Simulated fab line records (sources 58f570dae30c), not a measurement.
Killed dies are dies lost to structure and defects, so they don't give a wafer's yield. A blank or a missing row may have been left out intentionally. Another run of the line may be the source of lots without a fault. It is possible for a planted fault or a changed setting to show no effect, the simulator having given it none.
Struck lot and sound lot, side by side | flow berkeley-cmos170 | 24 out of 331 route steps
Sound: the wafers L101.1, L101.2, L101.3. The struck wafers were L115.1, L115.3, L115.5. At the end, the cause is stated.
Per side, at each step with rows, come the tool, then ch with its chambers, and then its first start. Under that, the readings that differ: sound wafers | struck wafers | difference of the means | sigmas: that difference in standard deviations of wafers without a fault.
alike: words and numbers the same on both sides, and readings whose means are apart by under 2 such deviations; not compared: readings that were withheld, readings missing a value for some wafer, numbers with overlapping values and no deviation given by the record, and bounds like >300 which may hide the same value.
The two part at a step that has a row with sigmas, a row that says differs or no value, or rows on one side only. Numbers that have no deviation but don't overlap get no sigmas and don't part them. A reading that every wafer of one side lacks parts them only if that side has two wafers or more.

first, 4 steps without rows for these wafers: UCB170_PLDD_SOFTBAKE_02 (time 60 s); UCB170_PLDD_EXPOSE_03 (exposes mask PSELECT, target cd 1200 nm); UCB170_PLDD_PEB_04; UCB170_PLDD_DEVELOP_05 (develop time 45 s).
UCB170_PLDD_CD_MEAS_06: target cd 1200 nm.
  sound: cd-sem-01 at day 7 11:44; struck: cd-sem-02 at day 10 09:16
  alike: cd-nm
UCB170_PLDD_OVL_MEAS_07:
  sound: overlay-01 at day 7 11:51; struck: overlay-01 at day 10 09:23
  reading       | sound     | struck | difference | sigmas
  PLDD_OVL (nm) | -3 -9 -13 | 6 5 3  | +13        | +2
then, 2 steps without rows for these wafers: UCB170_PLDD_IMPLANT_08; UCB170_PLDD_IMPLANT_09.
UCB170_PLDD_STRIP_10: strips in O2.
  sound on plasma-asher-01 ch 0,1, day 7 12:16; struck on plasma-asher-02 ch 0,1, day 10 09:43
  alike: drypump-motor-current-A, oes-product-au, strip-time-to-endpoint-s
  not compared: rf-hours-counter-h
UCB170_PLDD_TW_MEAS_11:
  sound: film-metro-03 at day 7 12:22; struck: film-metro-01 at day 10 09:49
  alike: PLDD_TW
then, 2 steps without rows for these wafers: UCB170_PLDD_CLEAN_12 (cleans in SPM, time 600 s); UCB170_NLDD_HMDS_00 (prime time 60 s).
UCB170_NLDD_COAT_01: resist thk 900 nm.
  sound on litho-track-04 ch 0, day 7 12:48; struck on litho-track-02 ch 0, day 10 10:34
  reading                               | sound             | struck          | difference | sigmas
  model.KrF_of_NLDD_COAT_01.thk-nm (nm) | 899.3 898.6 901.5 | 878 877.7 878.4 | -22        |
then, 3 steps without rows for these wafers: UCB170_NLDD_SOFTBAKE_02 (time 60 s); UCB170_NLDD_EXPOSE_03 (exposes mask NSELECT, target cd 1200 nm); UCB170_NLDD_PEB_04.
UCB170_NLDD_DEVELOP_05: develop time 45 s.
  sound: litho-track-02 ch 0; struck: litho-track-02 ch 0
  reading                               | sound             | struck            | difference | sigmas
  model.KrF_of_NLDD_COAT_01.thk-nm (nm) | 885.1 884.4 887.3 | 863.8 863.5 864.2 | -21.8      |
UCB170_NLDD_CD_MEAS_06: target cd 1200 nm.
  sound: cd-sem-02 at day 7 13:37; struck: cd-sem-01 at day 10 11:42
  alike: cd-nm
UCB170_NLDD_OVL_MEAS_07:
  sound: overlay-01 at day 7 13:44; struck: overlay-02 at day 10 11:49
  alike: NLDD_OVL
then, 2 steps without rows for these wafers: UCB170_NLDD_IMPLANT_08; UCB170_NLDD_IMPLANT_09.
UCB170_NLDD_STRIP_10: strips in O2.
  sound on plasma-asher-01 ch 0,1, day 7 14:04; struck on plasma-asher-04 ch 0,1, day 10 12:09
  reading                      | sound             | struck            | difference | sigmas
  drypump-motor-current-A (A)  | 5.0 5.1 5.0       | 5.8 6.6 6.6       | +1.3       | +3
  strip-time-to-endpoint-s (s) | 21.60 21.59 21.66 | 21.09 21.09 21.11 | -0.52      | -8
  alike: oes-product-au
  not compared: rf-hours-counter-h
UCB170_NLDD_TW_MEAS_11:
  sound: film-metro-04 at day 7 14:10; struck: film-metro-03 at day 10 12:15
  alike: NLDD_TW
UCB170_M3_PROBE_99:
  rows exist in the record for the struck wafers here (prober-01, day 12 00:34), but not for the sound ones

## WHERE THEY PART
Last at UCB170_M3_PROBE_99 as far as this record goes, first at UCB170_PLDD_OVL_MEAS_07.

WHY: what had been put in by the simulator
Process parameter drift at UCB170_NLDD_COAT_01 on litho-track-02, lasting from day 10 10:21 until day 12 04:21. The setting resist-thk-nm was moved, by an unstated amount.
